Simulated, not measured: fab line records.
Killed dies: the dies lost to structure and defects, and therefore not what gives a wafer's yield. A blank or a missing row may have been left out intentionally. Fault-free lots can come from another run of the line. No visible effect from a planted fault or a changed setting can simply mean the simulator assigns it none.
fab line records :: flow rit-cmos
[record]
  lots = 6
  wafers = 18
  last-day = 7
route steps=202 shown PWELL@49 WELLDRIVE@50 NWELL@51 NRETRO@53 M1@202
lots that met no fault: from a run of the same line without faults
start-h: hours from the record's first day to the start of the lot's first wafer shown :: wait-h: hours since the lot's step before :: " same as the row above :: L1.1+2: several wafers, shown together as one row :: - value missing, or start not given :: * or withheld: withheld :: < > ~ a bound
route shown NAME@n: NAME is a module with steps in the file, n the number in the route of the first one :: usual: average and standard deviation across the fault-free wafers :: same: alike in all rows :: chamber/n: place in a boat :: sites: the reading at each site :: _std_site: standard deviation across them :: _edge_site: the outer-site mean with the inner-site mean subtracted :: radius-mm: how far each site lies from the wafer's centre :: mask NAME#n: copy n :: behind: the last tool/chamber to shape the wafer :: hold: why the lot was held/for how many hours/how that ended :: device: which transistor (n, p or np) failed to switch :: end of line: tests of these same wafers at the route's end :: a step with no rows: only its recipe :: killed: the dies lost at the first sort to structure and to defects; this is not the yield of the wafer :: map: the dies of a wafer, with x for killed, . for not killed, _ for no die there
set.NAME: the setting that was run; set.NAME@STEP: the one run at that earlier step :: model.NAME: the simulator's own value behind a step, which no gauge read
a table for each step, a row for each wafer; lots at some steps of the route
services: a tool's chamber out of use, with start hour (start-h, from the record's first day; less than 0 if before it), hours out, and reason
[[steps]]
[step RIT_PWELL_TW_MEAS_10]
[usual]
  PWELL_TW = 947/9.9
lot.wafer: L706.1
tool: film-metro-04
chamber: -
start-h: 78.91
wait-h: 0.1
PWELL_TW: 957

lot.wafer: L706.3
tool: film-metro-04
chamber: -
start-h: 78.91
wait-h: 0.1
PWELL_TW: 959

lot.wafer: L706.5
tool: film-metro-04
chamber: -
start-h: 78.91
wait-h: 0.1
PWELL_TW: 963

lot.wafer: L707.2
tool: film-metro-03
chamber: -
start-h: 83.61
wait-h: 0.1
PWELL_TW: 938

lot.wafer: L707.3
tool: film-metro-03
chamber: -
start-h: 83.61
wait-h: 0.1
PWELL_TW: 943

lot.wafer: L707.6
tool: film-metro-03
chamber: -
start-h: 83.61
wait-h: 0.1
PWELL_TW: 944

lot.wafer: L710.1
tool: film-metro-03
chamber: -
start-h: 97.92
wait-h: 0.1
PWELL_TW: 944

lot.wafer: L710.2
tool: film-metro-03
chamber: -
start-h: 97.92
wait-h: 0.1
PWELL_TW: 936

lot.wafer: L710.5
tool: film-metro-03
chamber: -
start-h: 97.92
wait-h: 0.1
PWELL_TW: 942

lot.wafer: L712.1
tool: film-metro-03
chamber: -
start-h: 109.86
wait-h: 0.1
PWELL_TW: 945

lot.wafer: L712.3
tool: film-metro-03
chamber: -
start-h: 109.86
wait-h: 0.1
PWELL_TW: 942

lot.wafer: L712.5
tool: film-metro-03
chamber: -
start-h: 109.86
wait-h: 0.1
PWELL_TW: 939

lot.wafer: L716.3
tool: film-metro-02
chamber: -
start-h: 127.80
wait-h: 0.1
PWELL_TW: 934

lot.wafer: L716.4
tool: film-metro-02
chamber: -
start-h: 127.80
wait-h: 0.1
PWELL_TW: 941

lot.wafer: L716.6
tool: film-metro-02
chamber: -
start-h: 127.80
wait-h: 0.1
PWELL_TW: 939

lot.wafer: L718.1
tool: film-metro-04
chamber: -
start-h: 137.78
wait-h: 0.1
PWELL_TW: 947

lot.wafer: L718.2
tool: film-metro-04
chamber: -
start-h: 137.78
wait-h: 0.1
PWELL_TW: 955

lot.wafer: L718.6
tool: film-metro-04
chamber: -
start-h: 137.78
wait-h: 0.1
PWELL_TW: 951
[step RIT_WELLDRIVE_ANNEAL_00]
[recipe]
  temp-c = 1100
  time-s = 14700
  ambient = N2
[step RIT_WELLDRIVE_RS_MEAS_01]
[recipe]
  thk-meas-gauge = four-point-probe
[usual]
  NWELL_RS = 275.9/0.73
lot.wafer: L706.1
tool: film-metro-03
chamber: -
start-h: 84.06
wait-h: 0.0
NWELL_RS[ohm/sq]: 275.0

lot.wafer: L706.3
tool: film-metro-03
chamber: -
start-h: 84.06
wait-h: 0.0
NWELL_RS[ohm/sq]: 277.1

lot.wafer: L706.5
tool: film-metro-03
chamber: -
start-h: 84.06
wait-h: 0.0
NWELL_RS[ohm/sq]: 276.0

lot.wafer: L707.2
tool: film-metro-03
chamber: -
start-h: 88.78
wait-h: 0.0
NWELL_RS[ohm/sq]: 275.8

lot.wafer: L707.3
tool: film-metro-03
chamber: -
start-h: 88.78
wait-h: 0.0
NWELL_RS[ohm/sq]: 275.4

lot.wafer: L707.6
tool: film-metro-03
chamber: -
start-h: 88.78
wait-h: 0.0
NWELL_RS[ohm/sq]: 275.6

lot.wafer: L710.1
tool: film-metro-02
chamber: -
start-h: 103.06
wait-h: 0.0
NWELL_RS[ohm/sq]: 275.8

lot.wafer: L710.2
tool: film-metro-02
chamber: -
start-h: 103.06
wait-h: 0.0
NWELL_RS[ohm/sq]: 276.2

lot.wafer: L710.5
tool: film-metro-02
chamber: -
start-h: 103.06
wait-h: 0.0
NWELL_RS[ohm/sq]: 276.3

lot.wafer: L712.1
tool: film-metro-03
chamber: -
start-h: 115.00
wait-h: 0.0
NWELL_RS[ohm/sq]: 276.4

lot.wafer: L712.3
tool: film-metro-03
chamber: -
start-h: 115.00
wait-h: 0.0
NWELL_RS[ohm/sq]: 277.0

lot.wafer: L712.5
tool: film-metro-03
chamber: -
start-h: 115.00
wait-h: 0.0
NWELL_RS[ohm/sq]: 276.4

lot.wafer: L716.3
tool: film-metro-03
chamber: -
start-h: 133.06
wait-h: 0.0
NWELL_RS[ohm/sq]: 276.0

lot.wafer: L716.4
tool: film-metro-03
chamber: -
start-h: 133.06
wait-h: 0.0
NWELL_RS[ohm/sq]: 276.7

lot.wafer: L716.6
tool: film-metro-03
chamber: -
start-h: 133.06
wait-h: 0.0
NWELL_RS[ohm/sq]: 276.2

lot.wafer: L718.1
tool: film-metro-02
chamber: -
start-h: 143.21
wait-h: 0.0
NWELL_RS[ohm/sq]: 275.0

lot.wafer: L718.2
tool: film-metro-02
chamber: -
start-h: 143.21
wait-h: 0.0
NWELL_RS[ohm/sq]: 274.8

lot.wafer: L718.6
tool: film-metro-02
chamber: -
start-h: 143.21
wait-h: 0.0
NWELL_RS[ohm/sq]: 274.6
[step RIT_WELLDRIVE_RS_MEAS_02]
[recipe]
  thk-meas-gauge = four-point-probe
[usual]
  PWELL_RS = 429.8/1.3
lot.wafer: L706.1
tool: film-metro-03
chamber: -
start-h: 84.18
wait-h: 0.1
PWELL_RS[ohm/sq]: 429.6

lot.wafer: L706.3
tool: film-metro-03
chamber: -
start-h: 84.18
wait-h: 0.1
PWELL_RS[ohm/sq]: 429.9

lot.wafer: L706.5
tool: film-metro-03
chamber: -
start-h: 84.18
wait-h: 0.1
PWELL_RS[ohm/sq]: 429.4

lot.wafer: L707.2
tool: film-metro-03
chamber: -
start-h: 88.90
wait-h: 0.1
PWELL_RS[ohm/sq]: 430.2

lot.wafer: L707.3
tool: film-metro-03
chamber: -
start-h: 88.90
wait-h: 0.1
PWELL_RS[ohm/sq]: 427.9

lot.wafer: L707.6
tool: film-metro-03
chamber: -
start-h: 88.90
wait-h: 0.1
PWELL_RS[ohm/sq]: 428.9

lot.wafer: L710.1
tool: film-metro-02
chamber: -
start-h: 103.18
wait-h: 0.1
PWELL_RS[ohm/sq]: 430.6

lot.wafer: L710.2
tool: film-metro-02
chamber: -
start-h: 103.18
wait-h: 0.1
PWELL_RS[ohm/sq]: 431.6

lot.wafer: L710.5
tool: film-metro-02
chamber: -
start-h: 103.18
wait-h: 0.1
PWELL_RS[ohm/sq]: 431.2

lot.wafer: L712.1
tool: film-metro-03
chamber: -
start-h: 115.12
wait-h: 0.1
PWELL_RS[ohm/sq]: 429.6

lot.wafer: L712.3
tool: film-metro-03
chamber: -
start-h: 115.12
wait-h: 0.1
PWELL_RS[ohm/sq]: 428.7

lot.wafer: L712.5
tool: film-metro-03
chamber: -
start-h: 115.12
wait-h: 0.1
PWELL_RS[ohm/sq]: 430.0

lot.wafer: L716.3
tool: film-metro-03
chamber: -
start-h: 133.18
wait-h: 0.1
PWELL_RS[ohm/sq]: 431.2

lot.wafer: L716.4
tool: film-metro-03
chamber: -
start-h: 133.18
wait-h: 0.1
PWELL_RS[ohm/sq]: 430.4

lot.wafer: L716.6
tool: film-metro-03
chamber: -
start-h: 133.18
wait-h: 0.1
PWELL_RS[ohm/sq]: 430.9

lot.wafer: L718.1
tool: film-metro-02
chamber: -
start-h: 143.33
wait-h: 0.1
PWELL_RS[ohm/sq]: 431.3

lot.wafer: L718.2
tool: film-metro-02
chamber: -
start-h: 143.33
wait-h: 0.1
PWELL_RS[ohm/sq]: 429.6

lot.wafer: L718.6
tool: film-metro-02
chamber: -
start-h: 143.33
wait-h: 0.1
PWELL_RS[ohm/sq]: 431.1
[step RIT_NRETRO_HMDS_00]
[recipe]
  prime-time-s = 60
  prime-temp-c = 140
[step RIT_NRETRO_COAT_01]
[recipe]
  resist = NOVOLAK
  spin-rpm = 2000
  resist-thk-nm = 1300
[step RIT_NRETRO_SOFTBAKE_02]
[recipe]
  resist = NOVOLAK
  temp-c = 90
  time-s = 60
[step RIT_NRETRO_EXPOSE_03]
[recipe]
  mask-id = M4
  na = 0.57
  target-cd-nm = 43900
  dose-mj = 250
[step RIT_NRETRO_PEB_04]
[recipe]
  resist = NOVOLAK
  temp-c = withheld
  time-s = withheld
[step RIT_NRETRO_DEVELOP_05]
[recipe]
  resist = NOVOLAK
  develop-time-s = 68
  dev-temp-c = 23
[step RIT_NRETRO_OVL_MEAS_06]
[usual]
  NRETRO_OVL = 0.7/1.5
lot.wafer: L706.1
tool: overlay-02
chamber: -
start-h: 85.18
wait-h: -
NRETRO_OVL[nm]: -0.7

lot.wafer: L706.3
tool: overlay-02
chamber: -
start-h: 85.18
wait-h: -
NRETRO_OVL[nm]: 2.7

lot.wafer: L706.5
tool: overlay-02
chamber: -
start-h: 85.18
wait-h: -
NRETRO_OVL[nm]: 0.1

lot.wafer: L707.2
tool: overlay-01
chamber: -
start-h: 89.93
wait-h: -
NRETRO_OVL[nm]: -0.4

lot.wafer: L707.3
tool: overlay-01
chamber: -
start-h: 89.93
wait-h: -
NRETRO_OVL[nm]: 1.4

lot.wafer: L707.6
tool: overlay-01
chamber: -
start-h: 89.93
wait-h: -
NRETRO_OVL[nm]: 0.1

lot.wafer: L710.1
tool: overlay-02
chamber: -
start-h: 104.18
wait-h: -
NRETRO_OVL[nm]: 0.4

lot.wafer: L710.2
tool: overlay-02
chamber: -
start-h: 104.18
wait-h: -
NRETRO_OVL[nm]: 2.9

lot.wafer: L710.5
tool: overlay-02
chamber: -
start-h: 104.18
wait-h: -
NRETRO_OVL[nm]: -0.6

lot.wafer: L712.1
tool: overlay-01
chamber: -
start-h: 116.24
wait-h: -
NRETRO_OVL[nm]: -1.0

lot.wafer: L712.3
tool: overlay-01
chamber: -
start-h: 116.24
wait-h: -
NRETRO_OVL[nm]: 1.0

lot.wafer: L712.5
tool: overlay-01
chamber: -
start-h: 116.24
wait-h: -
NRETRO_OVL[nm]: 0.1

lot.wafer: L716.3
tool: overlay-02
chamber: -
start-h: 134.27
wait-h: -
NRETRO_OVL[nm]: 3.6

lot.wafer: L716.4
tool: overlay-02
chamber: -
start-h: 134.27
wait-h: -
NRETRO_OVL[nm]: 5.6

lot.wafer: L716.6
tool: overlay-02
chamber: -
start-h: 134.27
wait-h: -
NRETRO_OVL[nm]: 3.3

lot.wafer: L718.1
tool: overlay-02
chamber: -
start-h: 144.46
wait-h: -
NRETRO_OVL[nm]: 1.3

lot.wafer: L718.2
tool: overlay-02
chamber: -
start-h: 144.46
wait-h: -
NRETRO_OVL[nm]: 0.9

lot.wafer: L718.6
tool: overlay-02
chamber: -
start-h: 144.46
wait-h: -
NRETRO_OVL[nm]: 0.6
[step RIT_NRETRO_HARDBAKE_07]
[recipe]
  resist = NOVOLAK
  temp-c = 140
  time-s = 120
[step RIT_NRETRO_IMPLANT_08]
[recipe]
  species = P
  energy-kev = 70
  dose-cm2 = 1e+13
  tilt-deg = 7
[usual]
  tilt-deg = 7.007/0.022
lot.wafer: L706.1
tool: implanter-03
chamber: 0
start-h: 85.46
wait-h: 0.2
tilt-deg: 6.996

lot.wafer: L706.3
tool: implanter-03
chamber: 0
start-h: 85.46
wait-h: 0.2
tilt-deg: 6.997

lot.wafer: L706.5
tool: implanter-03
chamber: 0
start-h: 85.46
wait-h: 0.2
tilt-deg: 6.968

lot.wafer: L707.2
tool: implanter-02
chamber: 0
start-h: 90.24
wait-h: 0.2
tilt-deg: 7.028

lot.wafer: L707.3
tool: implanter-02
chamber: 0
start-h: 90.24
wait-h: 0.2
tilt-deg: 6.997

lot.wafer: L707.6
tool: implanter-02
chamber: 0
start-h: 90.24
wait-h: 0.2
tilt-deg: 7.008

lot.wafer: L710.1
tool: implanter-02
chamber: 0
start-h: 104.47
wait-h: 0.2
tilt-deg: 7.563

lot.wafer: L710.2
tool: implanter-02
chamber: 0
start-h: 104.47
wait-h: 0.2
tilt-deg: 7.555

lot.wafer: L710.5
tool: implanter-02
chamber: 0
start-h: 104.47
wait-h: 0.2
tilt-deg: 7.573

lot.wafer: L712.1
tool: implanter-02
chamber: 0
start-h: 116.53
wait-h: 0.2
tilt-deg: 7.641

lot.wafer: L712.3
tool: implanter-02
chamber: 0
start-h: 116.53
wait-h: 0.2
tilt-deg: 7.628

lot.wafer: L712.5
tool: implanter-02
chamber: 0
start-h: 116.53
wait-h: 0.2
tilt-deg: 7.630

lot.wafer: L716.3
tool: implanter-01
chamber: 0
start-h: 134.60
wait-h: 0.2
tilt-deg: 7.009

lot.wafer: L716.4
tool: implanter-01
chamber: 0
start-h: 134.60
wait-h: 0.2
tilt-deg: 7.010

lot.wafer: L716.6
tool: implanter-01
chamber: 0
start-h: 134.60
wait-h: 0.2
tilt-deg: 6.997

lot.wafer: L718.1
tool: implanter-03
chamber: 0
start-h: 144.74
wait-h: 0.2
tilt-deg: 6.979

lot.wafer: L718.2
tool: implanter-03
chamber: 0
start-h: 144.74
wait-h: 0.2
tilt-deg: 7.019

lot.wafer: L718.6
tool: implanter-03
chamber: 0
start-h: 144.74
wait-h: 0.2
tilt-deg: 7.001
[step RIT_NRETRO_STRIP_09]
[recipe]
  chemistry = O2
  time-s = 180
  resist = NOVOLAK
  platen-temp-c = withheld
  power-w = 500
  pressure-mtorr = 4000
  o2-flow-sccm = 4000
[usual]
  drypump-motor-current-A = 5.6/0.31
[same]
  time-s = 180
lot.wafer: L706.1
tool: plasma-asher-03
chamber: 1
start-h: 85.61
wait-h: 0.1
drypump-motor-current-A: 5.4
rf-hours-counter-h: 38

lot.wafer: L706.3
tool: plasma-asher-03
chamber: 0
start-h: 85.61
wait-h: 0.1
drypump-motor-current-A: 6.0
rf-hours-counter-h: -

lot.wafer: L706.5
tool: plasma-asher-03
chamber: 0
start-h: 85.61
wait-h: 0.1
drypump-motor-current-A: 6.0
rf-hours-counter-h: -

lot.wafer: L707.2
tool: plasma-asher-02
chamber: 0
start-h: 90.36
wait-h: 0.1
drypump-motor-current-A: 5.1
rf-hours-counter-h: 32

lot.wafer: L707.3
tool: plasma-asher-02
chamber: 0
start-h: 90.36
wait-h: 0.1
drypump-motor-current-A: 5.1
rf-hours-counter-h: -

lot.wafer: L707.6
tool: plasma-asher-02
chamber: 0
start-h: 90.36
wait-h: 0.1
drypump-motor-current-A: 5.1
rf-hours-counter-h: -

lot.wafer: L710.1
tool: plasma-asher-02
chamber: 0
start-h: 104.62
wait-h: 0.1
drypump-motor-current-A: 5.1
rf-hours-counter-h: 34

lot.wafer: L710.2
tool: plasma-asher-02
chamber: 1
start-h: 104.62
wait-h: 0.1
drypump-motor-current-A: 6.0
rf-hours-counter-h: 34

lot.wafer: L710.5
tool: plasma-asher-02
chamber: 1
start-h: 104.62
wait-h: 0.1
drypump-motor-current-A: 6.0
rf-hours-counter-h: -

lot.wafer: L712.1
tool: plasma-asher-02
chamber: 1
start-h: 116.68
wait-h: 0.1
drypump-motor-current-A: 5.9
rf-hours-counter-h: 35

lot.wafer: L712.3
tool: plasma-asher-02
chamber: 0
start-h: 116.68
wait-h: 0.1
drypump-motor-current-A: 5.1
rf-hours-counter-h: -

lot.wafer: L712.5
tool: plasma-asher-02
chamber: 0
start-h: 116.68
wait-h: 0.1
drypump-motor-current-A: 5.1
rf-hours-counter-h: -

lot.wafer: L716.3
tool: plasma-asher-02
chamber: 0
start-h: 134.75
wait-h: 0.1
drypump-motor-current-A: 5.1
rf-hours-counter-h: -

lot.wafer: L716.4
tool: plasma-asher-02
chamber: 1
start-h: 134.75
wait-h: 0.1
drypump-motor-current-A: 5.9
rf-hours-counter-h: -

lot.wafer: L716.6
tool: plasma-asher-02
chamber: 0
start-h: 134.75
wait-h: 0.1
drypump-motor-current-A: 5.1
rf-hours-counter-h: -

lot.wafer: L718.1
tool: plasma-asher-04
chamber: 1
start-h: 144.89
wait-h: 0.1
drypump-motor-current-A: 5.7
rf-hours-counter-h: 51

lot.wafer: L718.2
tool: plasma-asher-04
chamber: 0
start-h: 144.89
wait-h: 0.1
drypump-motor-current-A: 5.5
rf-hours-counter-h: 51

lot.wafer: L718.6
tool: plasma-asher-04
chamber: 0
start-h: 144.89
wait-h: 0.1
drypump-motor-current-A: 5.5
rf-hours-counter-h: -
[step RIT_M1_PROBE_99]
[usual]
  killed-at-contacts = 0.1/0.27
  killed-at-front-end = 7/3.1
  killed-dies = 7/3.1
  killed-open = 3.6/2.3
  killed-short = 3.2/2
[same]
  gross-dies = 264
  killed_at_M0_to_M3 = 0
  killed_at_M4_up = 0
  killed-at-back-side = 0
  killed-at-other = 0
lot.wafer: L706.1
tool: prober-02
chamber: -
start-h: 113.41
wait-h: 0.1
killed-at-contacts: 0
killed-at-front-end: 3
killed-dies: 3
killed-open: 0
killed-short: 3

lot.wafer: L706.3
tool: prober-02
chamber: -
start-h: 113.51
wait-h: 0.2
killed-at-contacts: 0
killed-at-front-end: 8
killed-dies: 8
killed-open: 4
killed-short: 3

lot.wafer: L706.5
tool: prober-02
chamber: -
start-h: 113.61
wait-h: 0.2
killed-at-contacts: 0
killed-at-front-end: 8
killed-dies: 8
killed-open: 5
killed-short: 3

lot.wafer: L707.2
tool: prober-01
chamber: -
start-h: 117.05
wait-h: 0.1
killed-at-contacts: 0
killed-at-front-end: 1
killed-dies: 1
killed-open: 1
killed-short: 0

lot.wafer: L707.3
tool: prober-01
chamber: -
start-h: 117.10
wait-h: 0.2
killed-at-contacts: 0
killed-at-front-end: 5
killed-dies: 5
killed-open: 4
killed-short: 1

lot.wafer: L707.6
tool: prober-01
chamber: -
start-h: 117.25
wait-h: 0.2
killed-at-contacts: 0
killed-at-front-end: 6
killed-dies: 6
killed-open: 4
killed-short: 2

lot.wafer: L710.1
tool: prober-02
chamber: -
start-h: 131.35
wait-h: 0.1
killed-at-contacts: 0
killed-at-front-end: 5
killed-dies: 5
killed-open: 4
killed-short: 1

lot.wafer: L710.2
tool: prober-02
chamber: -
start-h: 131.40
wait-h: 0.1
killed-at-contacts: 0
killed-at-front-end: 6
killed-dies: 6
killed-open: 2
killed-short: 4

lot.wafer: L710.5
tool: prober-02
chamber: -
start-h: 131.55
wait-h: 0.2
killed-at-contacts: 1
killed-at-front-end: 4
killed-dies: 5
killed-open: 2
killed-short: 3

lot.wafer: L712.1
tool: prober-02
chamber: -
start-h: 144.47
wait-h: 0.1
killed-at-contacts: 0
killed-at-front-end: 7
killed-dies: 7
killed-open: 4
killed-short: 3

lot.wafer: L712.3
tool: prober-02
chamber: -
start-h: 144.57
wait-h: 0.2
killed-at-contacts: 0
killed-at-front-end: 9
killed-dies: 9
killed-open: 5
killed-short: 4

lot.wafer: L712.5
tool: prober-02
chamber: -
start-h: 144.67
wait-h: 0.2
killed-at-contacts: 0
killed-at-front-end: 6
killed-dies: 6
killed-open: 4
killed-short: 2

lot.wafer: L716.3
tool: prober-02
chamber: -
start-h: 161.46
wait-h: 0.2
killed-at-contacts: 0
killed-at-front-end: 3
killed-dies: 3
killed-open: 1
killed-short: 2

lot.wafer: L716.4
tool: prober-02
chamber: -
start-h: 161.51
wait-h: 0.2
killed-at-contacts: 0
killed-at-front-end: 3
killed-dies: 3
killed-open: 1
killed-short: 2

lot.wafer: L716.6
tool: prober-02
chamber: -
start-h: 161.61
wait-h: 0.2
killed-at-contacts: 1
killed-at-front-end: 4
killed-dies: 5
killed-open: 1
killed-short: 4

lot.wafer: L718.1
tool: prober-02
chamber: -
start-h: 173.01
wait-h: 0.1
killed-at-contacts: 0
killed-at-front-end: 12
killed-dies: 12
killed-open: 9
killed-short: 3

lot.wafer: L718.2
tool: prober-02
chamber: -
start-h: 173.06
wait-h: 0.1
killed-at-contacts: 0
killed-at-front-end: 1
killed-dies: 1
killed-open: 0
killed-short: 1

lot.wafer: L718.6
tool: prober-02
chamber: -
start-h: 173.26
wait-h: 0.2
killed-at-contacts: 0
killed-at-front-end: 4
killed-dies: 4
killed-open: 2
killed-short: 2
// killed by level:class
L706.1 GATE:geometric-particle:short=2 REOX:geometric-particle:short=1
L706.3 GATE:geometric-particle:short=2 GATE:geometric-particle:open=2 FOX1:geometric-particle:open=1 FOX2:geometric-particle:open=1 SILICIDE:geometric-particle:short=1 PRETRO:coat-microbubble-printed=1
L706.5 GATE:geometric-particle:open=3 SILICIDE:geometric-particle:short=3 SILICIDE:geometric-particle:open=2
L707.2 GATE:geometric-particle:open=1
L707.3 GATE:geometric-particle:open=3 FOX1:geometric-particle:short=1 FOX1:geometric-particle:open=1
L707.6 SPACER:geometric-particle:open=2 FOX1:geometric-particle:open=1 GATE:geometric-particle:open=1 REOX:geometric-particle:short=1 SPACER:geometric-particle:short=1
L710.1 SILICIDE:geometric-particle:open=2 FOX1:geometric-particle:short=1 FOX1:geometric-particle:open=1 REOX:geometric-particle:open=1
L710.2 FOX1:geometric-particle:short=3 FOX2:geometric-particle:short=1 FOX2:geometric-particle:open=1 GATE:geometric-particle:open=1
L710.5 GATE:geometric-particle:short=2 GATE:geometric-particle:open=1 SPACER:geometric-particle:short=1 CONTACT:geometric-particle:open=1
L712.1 GATE:geometric-particle:open=2 FOX1:geometric-particle:short=1 FOX2:geometric-particle:open=1 GATE:geometric-particle:short=1 REOX:geometric-particle:short=1 SPACER:geometric-particle:open=1
L712.3 GATE:geometric-particle:short=3 GATE:geometric-particle:open=3 FOX2:geometric-particle:short=1 REOX:geometric-particle:open=1 SPACER:geometric-particle:open=1
L712.5 SILICIDE:geometric-particle:open=3 GATE:geometric-particle:open=1 REOX:geometric-particle:short=1 SPACER:geometric-particle:short=1
L716.3 GATE:geometric-particle:open=1 GATE:geometric-particle:short=1 SILICIDE:geometric-particle:short=1
L716.4 GATE:geometric-particle:short=2 GATE:geometric-particle:open=1
L716.6 SPACER:geometric-particle:short=3 CONTACT:geometric-particle:short=1 FOX2:geometric-particle:open=1
L718.1 REOX:geometric-particle:open=5 REOX:geometric-particle:short=3 FOX1:geometric-particle:open=2 GATE:geometric-particle:open=2
L718.2 REOX:geometric-particle:short=1
L718.6 FOX1:geometric-particle:short=1 REOX:geometric-particle:open=1 REOX:geometric-particle:short=1 SPACER:geometric-particle:open=1
[[services]]
tool: implanter-02
chamber: -
start-h: 68.94
hours: 6.0
kind: repair

tool: implanter-03
chamber: -
start-h: 88.18
hours: 2.9
kind: repair

tool: implanter-02
chamber: -
start-h: 99.61
hours: 3.7
kind: pm

tool: plasma-asher-03
chamber: -
start-h: 108.75
hours: 9.0
kind: pm

tool: plasma-asher-03
chamber: 0
start-h: 108.75
hours: 9.0
kind: vent-cycle

tool: plasma-asher-03
chamber: 1
start-h: 108.75
hours: 9.0
kind: vent-cycle

tool: plasma-asher-03
chamber: 0
start-h: 117.75
hours: -
kind: clean

tool: plasma-asher-03
chamber: 1
start-h: 117.75
hours: -
kind: clean

tool: implanter-01
chamber: -
start-h: 135.63
hours: 15.8
kind: repair

tool: implanter-02
chamber: -
start-h: 137.85
hours: 14.8
kind: repair
[[key]]
[first-sign]
  step = RIT_NRETRO_IMPLANT_08
  reading = tilt-deg
  direction = up
  sigmas = 27
  usual = 7.007
  struck = 7.598
effect none on later readings
met-at RIT_NRETRO_IMPLANT_08
struck-wafers L710.1,L710.2,L710.5,L712.1,L712.3,L712.5
tester-left-out L710,L712
onset-between 90.24 104.47
[fault]
  kind = process-parameter-drift
  tool = implanter-02
  chamber = -
  onset-h = 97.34
  steps = RIT_NRETRO_IMPLANT_08
  channel = tilt-deg
  offset = 0.58414
  shape = step
  end-h = 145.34
  acts-in = these-recipes-only
  stated = 7
// tester-left-out: of these lots the tester's yield and bins aren't shown, on N5 and GAA mostly nor the transistor test; their killed dies are dies lost to structure and defects alone, not to doping, threshold or leakage, so they don't give the yield
